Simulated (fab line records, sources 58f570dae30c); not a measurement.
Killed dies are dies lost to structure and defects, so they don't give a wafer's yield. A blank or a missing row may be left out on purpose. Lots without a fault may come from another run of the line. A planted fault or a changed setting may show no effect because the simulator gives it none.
fab line records | flow berkeley_cmos170
record lots=5 wafers=23
route steps=331 shown PLDD@148 NLDD@162 NSD@195 SDANNEAL@205 SILICIDE@211 V1@254 M2@283
start_h: hours from the record's first day to the start of the lot's first wafer shown | wait_h: hours since the lot's step before | " the same as in the row above | L1.1+2: a row that stands for several wafers | - no value, or no start given | * or withheld: withheld | < > ~ a bound
route shown NAME@n: a module of which the file shows steps, and the number in the route of the first | usual: mean/standard deviation of fault-free wafers | same: alike in all rows | chamber/n: place in a boat | sites: the reading at each site | _std_site: their standard deviation | _edge_site: outer sites' mean less inner sites' | radius_mm: how far each site lies from the wafer's centre | mask NAME#n: copy n | behind: the tool/chamber that last shaped the wafer | hold: why the lot was held/for how many hours/how that ended | device: the transistor (n, p or np) that didn't switch | end of line: the same wafers' tests at the end of the route | a step without rows: its recipe alone | killed: dies lost to structure and defects at the first sort, not the wafer's yield | map: a wafer's dies, x killed, . not, _ none there
set.NAME: the setting as run; set.NAME@STEP: as run at that earlier step | model.NAME: the simulator's own value behind a step, which no gauge read
lots whose settings were changed on purpose; a table a step, a row a wafer
## steps
# step UCB170_PLDD_EXPOSE_03
# recipe mask_id=PSELECT na=0.5 sigma_outer=0.6 source_shape=conventional target_cd_nm=1200 dose_mj=30
# columns lot.wafer tool chamber start_h wait_h mask set.dose_mj
L074.2+4+5 krf_scanner-01 0 155.96 0.2 PSELECT#0 31.31
L074.3+6 " 0 " " PSELECT#0 30
L076.1+3+5 krf_scanner-01 0 156.18 0.2 PSELECT#0 30
L076.2+4 " 0 " " PSELECT#0 28.65
L075.1+2 krf_scanner-01 0 - - PSELECT#0 30
L075.4+5+6 " 0 " " PSELECT#0 32.23
L077.1+6 krf_scanner-01 0 156.65 0.2 PSELECT#0 30
L077.3+4+5 " 0 " " PSELECT#0 31.61
L080.1+2+6 krf_scanner-02 0 186.09 0.4 PSELECT#0 30
# step UCB170_PLDD_PEB_04
# recipe peb_temp_c=130 peb_time_s=withheld resist=KrF
# step UCB170_PLDD_DEVELOP_05
# recipe developer=TMAH develop_time_s=45 resist=KrF dev_temp_c=21
# step UCB170_PLDD_CD_MEAS_06
# recipe target_cd_nm=1200
# usual cd_nm=1200.3/1.4
# columns lot.wafer tool chamber start_h wait_h set.dose_mj@PLDD_EXPOSE_03 cd_nm
L074.2 cd_sem-02 - 157.27 - 31.31 1208.6
L074.3 " - " " 30 1201.5
L074.4 " - " " 31.31 1209.3
L074.5 " - " " 31.31 1208.5
L074.6 " - " " 30 1201.6
L076.1 cd_sem-02 - 157.61 - 30 1201.9
L076.2 " - " " 28.65 1192.8
L076.3 " - " " 30 1201.8
L076.4 " - " " 28.65 1192.9
L076.5 " - " " 30 1200.3
L075.1 cd_sem-02 - 157.80 - 30 1200.5
L075.2 " - " " 30 1200.3
L075.4 " - " " 32.23 1214.4
L075.5 " - " " 32.23 1212.7
L075.6 " - " " 32.23 1213.2
L077.1 cd_sem-01 - 157.80 - 30 1203.6
L077.3 " - " " 31.61 1212.6
L077.4 " - " " 31.61 1213.2
L077.5 " - " " 31.61 1212.6
L077.6 " - " " 30 1202.3
L080.1 cd_sem-02 - 186.92 - 30 1201.1
L080.2 " - " " 30 1200.4
L080.6 " - " " 30 1201.9
# step UCB170_NLDD_PEB_04
# recipe peb_temp_c=130 peb_time_s=withheld resist=KrF
# columns lot.wafer tool chamber start_h wait_h set.peb_temp_c
L074.2+4 litho_track-03 0 160.17 0.9 130
L074.3+5+6 " 0 " " 133.8
L076.1+5 litho_track-01 0 160.35 0.9 126.2
L076.2+3+4 " 0 " " 130
L077.1+3+4+5+6 litho_track-01 0 160.63 0.7 130
L075.1+4+6 litho_track-04 0 160.80 0.6 127.8
L075.2+5 " 0 " " 130
L080.1+2+6 litho_track-01 0 188.90 0.3 130
# step UCB170_NLDD_DEVELOP_05
# recipe developer=TMAH develop_time_s=45 resist=KrF dev_temp_c=21
# step UCB170_NLDD_CD_MEAS_06
# recipe target_cd_nm=1200
# usual cd_nm=1201.0/1.2
# columns lot.wafer tool chamber start_h wait_h set.peb_temp_c@NLDD_PEB_04 cd_nm
L074.2 cd_sem-01 - 160.44 - 130 1200.7
L074.3 " - " " 133.8 1222.1
L074.4 " - " " 130 1201.0
L074.5 " - " " 133.8 1222.2
L074.6 " - " " 133.8 1222.1
L076.1 cd_sem-01 - 160.63 - 126.2 1170.3
L076.2 " - " " 130 1200.2
L076.3 " - " " 130 1203.1
L076.4 " - " " 130 1200.8
L076.5 " - " " 126.2 1171.2
L077.1 cd_sem-02 - 160.90 - 130 1200.6
L077.3 " - " " 130 1200.8
L077.4 " - " " 130 1199.6
L077.5 " - " " 130 1200.4
L077.6 " - " " 130 1199.7
L075.1 cd_sem-02 - 161.07 - 127.8 1184.5
L075.2 " - " " 130 1199.6
L075.4 " - " " 127.8 1184.1
L075.5 " - " " 130 1201.7
L075.6 " - " " 127.8 1185.0
L080.1 cd_sem-02 - 189.17 - 130 1202.4
L080.2 " - " " 130 1201.8
L080.6 " - " " 130 1202.6
# step UCB170_NLDD_IMPLANT_09
# recipe species=As dose_cm2=5e+13 energy_kev=30 tilt_deg=7 rotation_deg=180
# columns lot.wafer tool chamber start_h wait_h set.energy_kev model.implant.rp_nm model.implant.drp_nm
L074.2+6 implanter-03 0 160.75 0.1 31.42 21.92 9.943
L074.3+4+5 " 0 " " 30 21.16 9.611
L076.1+4 implanter-03 0 161.03 0.1 29.48 21.46 9.489
L076.2+3+5 " 0 " " 30 21.75 9.611
L077.1+3+4 implanter-03 0 161.33 0.1 30 20.85 9.611
L077.5+6 " 0 " " 31.11 21.44 9.87
L075.1+5 implanter-04 0 161.43 0.1 30 21.13 9.611
L075.2+4+6 " 0 " " 28.76 20.46 9.32
L080.1+2+6 implanter-01 0 189.48 0.1 30 21.65 9.611
# step UCB170_NSD_IMPLANT_08
# recipe species=P dose_cm2=3e+15 energy_kev=40 tilt_deg=7
# columns lot.wafer tool chamber start_h wait_h set.energy_kev model.implant.rp_nm model.implant.drp_nm
L075.1+2+4 implanter-03 0 171.74 0.0 40 49.25 21.16
L075.5+6 " 0 " " 38.2 47.08 20.34
L074.2+3+4 implanter-02 0 171.95 0.0 40 48.68 21.16
L074.5+6 " 0 " " 37.73 45.97 20.13
L076.1+4+5 implanter-04 0 172.04 0.0 42.13 50.23 22.11
L076.2+3 " 0 " " 40 47.73 21.16
L077.1+3+4+5+6 implanter-03 0 172.59 0.0 40 47.82 21.16
L080.1+2+6 implanter-03 0 206.48 0.0 40 48.37 21.16
# step UCB170_NSD_STRIP_09
# recipe chemistry=O2 power_w=400 pressure_mtorr=3500 platen_temp_c=withheld o2_flow_sccm=400 overash_fraction=0.5
# usual strip_time_to_endpoint_s=35.80/0.085
# columns lot.wafer tool chamber start_h wait_h set.energy_kev@NSD_IMPLANT_08 strip_time_to_endpoint_s
L075.1 plasma_asher-04 0 171.89 0.1 40 35.74
L075.2 " 1 " " 40 35.81
L075.4 " 1 " " 40 35.69
L075.5 " 0 " " 38.2 35.12
L075.6 " 1 " " 38.2 35.03
L074.2 plasma_asher-01 1 172.07 0.1 40 35.71
L074.3 " 0 " " 40 35.68
L074.4 " 1 " " 40 35.81
L074.5 " 1 " " 37.73 35.02
L074.6 " 0 " " 37.73 34.96
L076.1 plasma_asher-02 0 172.19 0.1 42.13 36.51
L076.2 " 1 " " 40 35.78
L076.3 " 0 " " 40 35.75
L076.4 " 1 " " 42.13 36.58
L076.5 " 0 " " 42.13 36.44
L077.1 plasma_asher-04 1 172.74 0.1 40 35.87
L077.3 " 0 " " 40 35.88
L077.4 " 1 " " 40 35.89
L077.5 " 1 " " 40 35.82
L077.6 " 0 " " 40 35.84
L080.1 plasma_asher-04 1 206.63 0.1 40 35.83
L080.2 " 0 " " 40 35.81
L080.6 " 1 " " 40 35.83
# step UCB170_NSD_CLEAN_11
# recipe chemistry=SPM temp_c=120 time_s=600
# step UCB170_SDANNEAL_RTA_01
# recipe temp_c=1050 time_s=5 ambient=N2
# step UCB170_SDANNEAL_RS_MEAS_03
# recipe thk_meas_gauge=four-point-probe
# usual NSD_RS=37.27/0.091
# columns lot.wafer tool chamber start_h wait_h set.energy_kev@NSD_IMPLANT_08 NSD_RS[ohm/sq]
L075.1 film_metro-02 - 173.66 0.1 40 37.27
L075.2 " - " " 40 37.36
L075.4 " - " " 40 37.33
L075.5 " - " " 38.2 37.95
L075.6 " - " " 38.2 37.92
L074.2 film_metro-01 - 173.85 0.1 40 37.21
L074.3 " - " " 40 37.33
L074.4 " - " " 40 37.12
L074.5 " - " " 37.73 37.94
L074.6 " - " " 37.73 37.85
L076.1 film_metro-04 - 174.00 0.1 42.13 36.87
L076.2 " - " " 40 37.28
L076.3 " - " " 40 37.51
L076.4 " - " " 42.13 36.77
L076.5 " - " " 42.13 36.80
L077.1 film_metro-04 - 174.58 0.1 40 37.24
L077.3 " - " " 40 37.13
L077.4 " - " " 40 37.21
L077.5 " - " " 40 37.19
L077.6 " - " " 40 37.22
L080.1 film_metro-01 - 208.27 0.1 40 37.22
L080.2 " - " " 40 37.23
L080.6 " - " " 40 37.16
# step UCB170_SILICIDE_SPUTTER_01
# recipe material=Ti target_thk_nm=30 time_s=25 power_w=1500 chamber_pressure_pa=0.5
# columns lot.wafer tool chamber start_h wait_h set.time_s model.Ti_of_SILICIDE_SPUTTER_01.thk_nm
L075.1 pvd_sputter-03 - 174.08 0.0 25 29.72
L075.2 " - " " 27.82 33.29
L075.4 " - " " 27.82 33.44
L075.5 " - " " 27.82 33.39
L075.6 " - " " 25 29.77
L074.2 pvd_sputter-04 - 174.25 0.0 23.55 28.65
L074.3 " - " " 23.55 28.59
L074.4 " - " " 25 30.21
L074.5 " - " " 25 30.07
L074.6 " - " " 23.55 28.37
L076.1 pvd_sputter-03 - 174.43 0.0 25 30.12
L076.2 " - " " 25 29.79
L076.3 " - " " 25 30
L076.4 " - " " 22.96 27.61
L076.5 " - " " 22.96 27.39
L077.1 pvd_sputter-04 - 175.01 0.0 23.74 28.66
L077.3 " - " " 23.74 28.56
L077.4 " - " " 25 30.09
L077.5 " - " " 25 29.96
L077.6 " - " " 25 30.39
L080.1 pvd_sputter-04 - 208.70 0.0 25 30.03
L080.2 " - " " 25 29.68
L080.6 " - " " 25 29.92
# step UCB170_SILICIDE_RS_MEAS_02
# recipe thk_meas_gauge=four-point-probe reads=Ti_of_SILICIDE_SPUTTER_01
# usual SILICIDE_TI_RS=26.13/0.24
# columns lot.wafer tool chamber start_h wait_h set.time_s@SILICIDE_SPUTTER_01 SILICIDE_TI_RS[ohm/sq]
L075.1 film_metro-03 - 174.11 0.0 25 26.41
L075.2 " - " " 27.82 23.11
L075.4 " - " " 27.82 23.05
L075.5 " - " " 27.82 23.04
L075.6 " - " " 25 26.41
L074.2 film_metro-01 - 174.31 0.0 23.55 27.52
L074.3 " - " " 23.55 27.64
L074.4 " - " " 25 25.84
L074.5 " - " " 25 26.05
L074.6 " - " " 23.55 27.87
L076.1 film_metro-03 - 174.46 0.0 25 25.99
L076.2 " - " " 25 26.32
L076.3 " - " " 25 26.16
L076.4 " - " " 22.96 28.83
L076.5 " - " " 22.96 29.08
L077.1 film_metro-03 - 175.04 0.0 23.74 27.54
L077.3 " - " " 23.74 27.61
L077.4 " - " " 25 25.99
L077.5 " - " " 25 26.15
L077.6 " - " " 25 25.76
L080.1 film_metro-03 - 208.73 0.0 25 26.07
L080.2 " - " " 25 26.40
L080.6 " - " " 25 26.18
# step UCB170_SILICIDE_THK_MEAS_03
# recipe thk_meas_gauge=xrf reads=Ti_of_SILICIDE_SPUTTER_01
# usual SILICIDE_TI_THK=29.96/0.23
# columns lot.wafer tool chamber start_h wait_h set.time_s@SILICIDE_SPUTTER_01 SILICIDE_TI_THK[nm]
L075.1 film_metro-03 - 174.23 0.1 25 29.66
L075.2 " - " " 27.82 33.19
L075.4 " - " " 27.82 33.29
L075.5 " - " " 27.82 33.35
L075.6 " - " " 25 29.57
L074.2 film_metro-01 - 174.42 0.1 23.55 28.50
L074.3 " - " " 23.55 28.58
L074.4 " - " " 25 30.22
L074.5 " - " " 25 29.95
L074.6 " - " " 23.55 28.45
L076.1 film_metro-03 - 174.58 0.1 25 30.03
L076.2 " - " " 25 29.78
L076.3 " - " " 25 29.88
L076.4 " - " " 22.96 27.69
L076.5 " - " " 22.96 27.31
L077.1 film_metro-03 - 175.16 0.1 23.74 28.55
L077.3 " - " " 23.74 28.49
L077.4 " - " " 25 29.99
L077.5 " - " " 25 29.92
L077.6 " - " " 25 30.28
L080.1 film_metro-03 - 208.85 0.1 25 30.11
L080.2 " - " " 25 29.62
L080.6 " - " " 25 29.94
# step UCB170_V1_CVD_00
# recipe material=SiO2 target_thk_nm=2000 temp_c=390 precursor=TEOS/O2 time_s=250 rf_w=550 pressure_mtorr=9000
# columns lot.wafer tool chamber start_h wait_h set.time_s model.SiO2_of_V1_CVD_00.thk_nm
L074.2 pecvd-03 1 183.03 0.0 233.8 1831
L074.3 " 0 " " 250 1969
L074.4 " 0 " " 233.8 1870
L074.5 " 1 " " 233.8 1852
L074.6 " 2 " " 250 1986
L075.1 pecvd-04 0 183.03 0.0 250 1980
L075.2 " 2 " " 250 1977
L075.4 " 2 " " 250 1999
L075.5 " 1 " " 250 2013
L075.6 " 0 " " 250 1973
L076.1 pecvd-03 0 184.36 0.0 250 1950
L076.2 " 1 " " 250 1963
L076.3 " 2 " " 250 2006
L076.4 " 1 " " 250 1994
L076.5 " 2 " " 250 1986
L077.1 pecvd-02 1 184.36 0.0 218.9 1731
L077.3 " 0 " " 218.9 1732
L077.4 " 1 " " 250 1989
L077.5 " 2 " " 218.9 1761
L077.6 " 0 " " 250 2019
L080.1 pecvd-03 2 218.54 0.0 250 1973
L080.2 " 0 " " 250 1947
L080.6 " 0 " " 250 1971
# step UCB170_V1_THK_MEAS_01
# recipe reads=SiO2_of_V1_CVD_00
# usual V1_TEOS_THK=1990/28
# columns lot.wafer tool chamber start_h wait_h set.time_s@V1_CVD_00 V1_TEOS_THK[nm]
L075.1 film_metro-04 - 183.18 0.1 250 1980
L075.2 " - " " 250 1976
L075.4 " - " " 250 1999
L075.5 " - " " 250 2014
L075.6 " - " " 250 1973
L074.2 film_metro-02 - 183.19 0.1 233.8 1831
L074.3 " - " " 250 1968
L074.4 " - " " 233.8 1871
L074.5 " - " " 233.8 1853
L074.6 " - " " 250 1985
L076.1 film_metro-02 - 184.52 0.1 250 1949
L076.2 " - " " 250 1962
L076.3 " - " " 250 2007
L076.4 " - " " 250 1994
L076.5 " - " " 250 1986
L077.1 film_metro-03 - 184.52 0.1 218.9 1732
L077.3 " - " " 218.9 1730
L077.4 " - " " 250 1989
L077.5 " - " " 218.9 1761
L077.6 " - " " 250 2019
L080.1 film_metro-04 - 218.69 0.1 250 1973
L080.2 " - " " 250 1947
L080.6 " - " " 250 1969
# step UCB170_M2_EXPOSE_12
# recipe mask_id=METAL2 target_cd_nm=700 na=0.5 sigma_outer=0.6 source_shape=conventional dose_mj=26
# columns lot.wafer tool chamber start_h wait_h mask set.dose_mj
L075.1+2+4+5+6 krf_scanner-01 0 188.61 - METAL2#0 26
L074.2+3+6 krf_scanner-02 0 189.22 - METAL2#0 25.13
L074.4+5 " 0 " " METAL2#0 26
L077.1+4+5 krf_scanner-01 0 189.65 - METAL2#0 26
L077.3+6 " 0 " " METAL2#0 24.21
L076.1+2 krf_scanner-02 0 189.89 - METAL2#0 24.8
L076.3+4+5 " 0 " " METAL2#0 26
L080.1+2+6 krf_scanner-01 0 222.98 - METAL2#0 26
# step UCB170_M2_PEB_13
# recipe peb_temp_c=130 peb_time_s=withheld resist=KrF
# step UCB170_M2_DEVELOP_14
# recipe developer=TMAH develop_time_s=45 resist=KrF dev_temp_c=21
# step UCB170_M2_CD_MEAS_15
# recipe target_cd_nm=700
# usual cd_nm=699.9/1.4
# columns lot.wafer tool chamber start_h wait_h set.dose_mj@M2_EXPOSE_12 cd_nm
L075.1 cd_sem-02 - 189.29 - 26 700.3
L075.2 " - " " 26 702.3
L075.4 " - " " 26 701.1
L075.5 " - " " 26 702.2
L075.6 " - " " 26 701.0
L074.2 cd_sem-02 - 189.67 - 25.13 704.6
L074.3 " - " " 25.13 704.0
L074.4 " - " " 26 698.3
L074.5 " - " " 26 698.1
L074.6 " - " " 25.13 705.7
L077.1 cd_sem-02 - 190.04 - 26 700.0
L077.3 " - " " 24.21 712.1
L077.4 " - " " 26 700.2
L077.5 " - " " 26 701.4
L077.6 " - " " 24.21 712.7
L076.1 cd_sem-02 - 190.28 - 24.8 707.5
L076.2 " - " " 24.8 707.5
L076.3 " - " " 26 700.2
L076.4 " - " " 26 700.1
L076.5 " - " " 26 698.6
L080.1 cd_sem-01 - 223.37 - 26 701.2
L080.2 " - " " 26 700.1
L080.6 " - " " 26 700.2
# step UCB170_M2_ETCH_17
# recipe chemistry=N2/H2 target_depth_a=withheld overetch_a=withheld target=BARC time_s=withheld source_w=500 bias_w=100 pressure_mtorr=30 n2_flow_sccm=100 h2_flow_sccm=200
# columns lot.wafer tool chamber start_h wait_h set.dose_mj@M2_EXPOSE_12 model.M2.cd_nm
L075.1 rie_diel-03 3 189.45 0.0 26 699.9
L075.2 " 1 " " 26 702.6
L075.4 " 0 " " 26 701.4
L075.5 " 0 " " 26 701.8
L075.6 " 1 " " 26 701.6
L074.2 rie_diel-02 2 189.81 0.0 25.13 705.6
L074.3 " 1 " " 25.13 704
L074.4 " 2 " " 26 699.3
L074.5 " 1 " " 26 698.3
L074.6 " 3 " " 25.13 705.1
L077.1 rie_diel-04 1 190.20 0.0 26 700.7
L077.3 " 3 " " 24.21 713.4
L077.4 " 2 " " 26 699.6
L077.5 " 3 " " 26 702.1
L077.6 " 2 " " 24.21 712.6
L076.1 rie_diel-03 2 190.44 0.0 24.8 707.6
L076.2 " 1 " " 24.8 708.6
L076.3 " 0 " " 26 699
L076.4 " 3 " " 26 699.3
L076.5 " 3 " " 26 697.9
L080.1 rie_diel-02 0 223.53 0.0 26 701.4
L080.2 " 3 " " 26 699.3
L080.6 " 2 " " 26 701.2
# step UCB170_M2_METAL_ETCH_18
# recipe chemistry=Cl2/BCl3 target=Al stop_on=SiO2 pressure_mtorr=12 target_depth_a=11700 over_etch_frac=0.3 time_s=195 icp_w=600 bias_w=120 Cl2_flow_sccm=90 bcl3_flow_sccm=45
# columns lot.wafer tool chamber start_h wait_h set.dose_mj@M2_EXPOSE_12 model.M2.cd_nm
L075.1 rie_metal-01 0 189.49 - 26 699.4
L075.2 " 1 " " 26 704.7
L075.4 " 1 " " 26 703.2
L075.5 " 0 " " 26 701.7
L075.6 " 1 " " 26 703.9
L074.2 rie_metal-03 1 189.85 - 25.13 709.7
L074.3 " 0 " " 25.13 710.1
L074.4 " 1 " " 26 703.4
L074.5 " 0 " " 26 704.4
L074.6 " 1 " " 25.13 707.5
L077.1 rie_metal-02 0 190.24 - 26 704.9
L077.3 " 0 " " 24.21 714.5
L077.4 " 1 " " 26 701.1
L077.5 " 0 " " 26 705.1
L077.6 " 1 " " 24.21 713
L076.1 rie_metal-01 1 190.48 - 24.8 708.5
L076.2 " 0 " " 24.8 708.3
L076.3 " 0 " " 26 700.1
L076.4 " 1 " " 26 700
L076.5 " 1 " " 26 700.8
L080.1 rie_metal-03 0 223.57 - 26 707.8
L080.2 " 1 " " 26 701.6
L080.6 " 1 " " 26 705.5
# step UCB170_M2_STRIP_19
# recipe chemistry=O2 power_w=400 pressure_mtorr=3500 platen_temp_c=withheld o2_flow_sccm=400 overash_fraction=0.5
# step UCB170_M2_CD_MEAS_90
# recipe target_cd_nm=700
# usual cd_nm=702.6/2.1
# columns lot.wafer tool chamber start_h wait_h set.dose_mj@M2_EXPOSE_12 cd_nm
L075.1 cd_sem-02 - 189.78 0.1 26 699.1
L075.2 " - " " 26 704.8
L075.4 " - " " 26 703.2
L075.5 " - " " 26 701.7
L075.6 " - " " 26 703.9
L074.2 cd_sem-02 - 190.18 0.1 25.13 709.7
L074.3 " - " " 25.13 710.2
L074.4 " - " " 26 703.1
L074.5 " - " " 26 704.5
L074.6 " - " " 25.13 707.6
L077.1 cd_sem-02 - 190.53 0.1 26 705.1
L077.3 " - " " 24.21 714.6
L077.4 " - " " 26 701.1
L077.5 " - " " 26 705.3
L077.6 " - " " 24.21 713.1
L076.1 cd_sem-01 - 190.77 0.1 24.8 708.6
L076.2 " - " " 24.8 708.3
L076.3 " - " " 26 700.3
L076.4 " - " " 26 700.0
L076.5 " - " " 26 700.7
L080.1 cd_sem-01 - 223.86 0.1 26 707.8
L080.2 " - " " 26 701.8
L080.6 " - " " 26 705.5
## key
split step=UCB170_PLDD_EXPOSE_03 setting=dose_mj stated=30 by=wafer
response step=UCB170_PLDD_CD_MEAS_06 reading=cd_nm change=+1.78 per=1% r=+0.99
split step=UCB170_NLDD_PEB_04 setting=peb_temp_c stated=130 by=wafer
response step=UCB170_NLDD_CD_MEAS_06 reading=cd_nm change=+8.98 per=1% r=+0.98
split step=UCB170_NLDD_IMPLANT_09 setting=energy_kev stated=30 by=wafer
response step=UCB170_NLDD_IMPLANT_09 reading=model.implant.rp_nm change=+0.161 per=1% r=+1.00
response step=UCB170_NLDD_IMPLANT_09 reading=model.implant.drp_nm change=+0.0702 per=1% r=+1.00
split step=UCB170_NSD_IMPLANT_08 setting=energy_kev stated=40 by=wafer
response step=UCB170_NSD_IMPLANT_08 reading=model.implant.rp_nm change=+0.476 per=1% r=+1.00
response step=UCB170_NSD_IMPLANT_08 reading=model.implant.drp_nm change=+0.18 per=1% r=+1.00
response step=UCB170_NSD_STRIP_09 reading=strip_time_to_endpoint_s change=* per=1% r=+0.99
response step=UCB170_SDANNEAL_RS_MEAS_03 reading=NSD_RS change=-0.12 per=1% r=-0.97
split step=UCB170_SILICIDE_SPUTTER_01 setting=time_s stated=25 by=wafer
response step=UCB170_SILICIDE_SPUTTER_01 reading=model.Ti_of_SILICIDE_SPUTTER_01.thk_nm change=+0.309 per=1% r=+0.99
response step=UCB170_SILICIDE_RS_MEAS_02 reading=SILICIDE_TI_RS change=-0.311 per=1% r=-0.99
response step=UCB170_SILICIDE_THK_MEAS_03 reading=SILICIDE_TI_THK change=+0.307 per=1% r=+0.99
split step=UCB170_V1_CVD_00 setting=time_s stated=250 by=wafer
response step=UCB170_V1_CVD_00 reading=model.SiO2_of_V1_CVD_00.thk_nm change=+20.8 per=1% r=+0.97
response step=UCB170_V1_THK_MEAS_01 reading=V1_TEOS_THK change=+20.8 per=1% r=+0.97
split step=UCB170_M2_EXPOSE_12 setting=dose_mj stated=26 by=wafer
response step=UCB170_M2_CD_MEAS_15 reading=cd_nm change=-1.75 per=1% r=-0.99
response step=UCB170_M2_ETCH_17 reading=model.M2.cd_nm change=-1.84 per=1% r=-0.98
response step=UCB170_M2_METAL_ETCH_18 reading=model.M2.cd_nm change=-1.55 per=1% r=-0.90
response step=UCB170_M2_CD_MEAS_90 reading=cd_nm change=-1.56 per=1% r=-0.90
